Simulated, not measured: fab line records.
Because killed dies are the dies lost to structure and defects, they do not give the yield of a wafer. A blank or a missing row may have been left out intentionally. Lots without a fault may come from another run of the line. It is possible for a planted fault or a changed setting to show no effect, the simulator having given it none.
A struck lot beside a sound one :: flow rit_cmos :: 15 out of 202 route steps
Sound: the wafers L404.2, L404.4, L404.6. The struck wafers were L419.3, L419.4, L419.5. At the end, the cause is stated.
Order at every step that has rows: each side's tool, ch and its chambers, its first start. Under that, the readings that differ: sound wafers :: struck wafers :: difference of the means :: sigmas: that difference in standard deviations of wafers without a fault.
alike: readings whose means differ by less than 2 such deviations, and words and numbers that are the same on both sides. not compared: withheld readings, readings that some wafer has no value for, bounds like >300 that may hide the same value, and numbers for which the record gives no deviation and whose values overlap.
Wherever a step has rows on one side only, a row that says differs or no value, or a row with sigmas, the two part there. Numbers that have no deviation but don't overlap get no sigmas and don't part them. Lack of a reading on every wafer of one side parts them only where that side has two or more wafers.

RIT_GATE_THK_MEAS_07:
  struck on film_metro-01, day 7 00:16; sound on film_metro-01, day 3 20:05
  alike: GATE_OXIDE_THK
then, 1 step without rows for these wafers: RIT_GATE_CVD_08 (deposits poly-Si from SiH4, target thk 250 nm, time 2220 s).
RIT_GATE_THK_MEAS_09:
  struck on film_metro-01, day 7 03:12; sound on film_metro-01, day 3 22:35
reading: GATE_POLY_THK (nm)
sound: 248.6 246.9 247.6
struck: 253.5 252.0 252.5
difference: +5.0
sigmas: +2
then, 6 steps without rows for these wafers: RIT_GATE_HMDS_10 (prime time 60 s); RIT_GATE_COAT_11 (resist thk 850 nm); RIT_GATE_SOFTBAKE_12 (time 60 s); RIT_GATE_EXPOSE_13 (exposes mask M6, target cd 150 nm); RIT_GATE_PEB_14; RIT_GATE_DEVELOP_15 (develop time 50 s).
RIT_GATE_CD_MEAS_16: target cd 150 nm.
  struck on cd_sem-01, day 7 04:08; sound on cd_sem-02, day 3 23:30
  alike: cd_nm
RIT_GATE_OVL_MEAS_17:
  struck on overlay-01, day 7 04:13; sound on overlay-02, day 3 23:37
  alike: GATE_OVL
then, 1 step without rows for these wafers: RIT_GATE_HARDBAKE_18 (time 60 s).
RIT_GATE_ETCH_19: etches poly-Si in SF6/CHF3/O2, stops on SiO2, time 165 s, target depth 312.5 nm.
  sound on rie_si-01 ch 0,2, day 3 23:47; struck on rie_si-02 ch 0,2, day 7 04:24
reading: oes_product_au (a.u.)
sound: 0.841 0.845 0.832
struck: 1.019 1.013 1.029
difference: +0.181
sigmas: +16

reading: run_length_s (s)
sound: 193.8 193.2 193.9
struck: 152.3 152.3 152.7
difference: -41.2
sigmas: -92

reading: model.NOVOLAK_of_GATE_COAT_11.thk_nm (nm)
sound: 670.3 664.1 668
struck: 690.5 691.7 690.9
difference: +23.6
sigmas: 

reading: model.GATE.feature_depth_nm (nm)
sound: 248.5 246.8 247.8
struck: 238 237.5 239.9
difference: -9
sigmas: 

reading: model.etch.depth_nm (nm)
sound: 248.5 246.8 247.8
struck: 238 237.5 239.9
difference: -9
sigmas: 
  alike: drypump_motor_current_A, throttle_valve_pct
  not compared: rf_hours_counter_h
RIT_GATE_STRIP_20: strips in O2, time 180 s.
  sound on plasma_asher-02 ch 0,1, day 3 23:53; struck on plasma_asher-02 ch 0,1, day 7 04:34
  alike: drypump_motor_current_A
  not compared: rf_hours_counter_h
RIT_M1_PROBE_99:
  only the struck wafers here have rows in the record (prober-02, day 8 03:37); the sound ones have none

WHERE THEY PART
Last at RIT_M1_PROBE_99 as far as this record goes, first at RIT_GATE_THK_MEAS_09.

WHY: what had been put in by the simulator
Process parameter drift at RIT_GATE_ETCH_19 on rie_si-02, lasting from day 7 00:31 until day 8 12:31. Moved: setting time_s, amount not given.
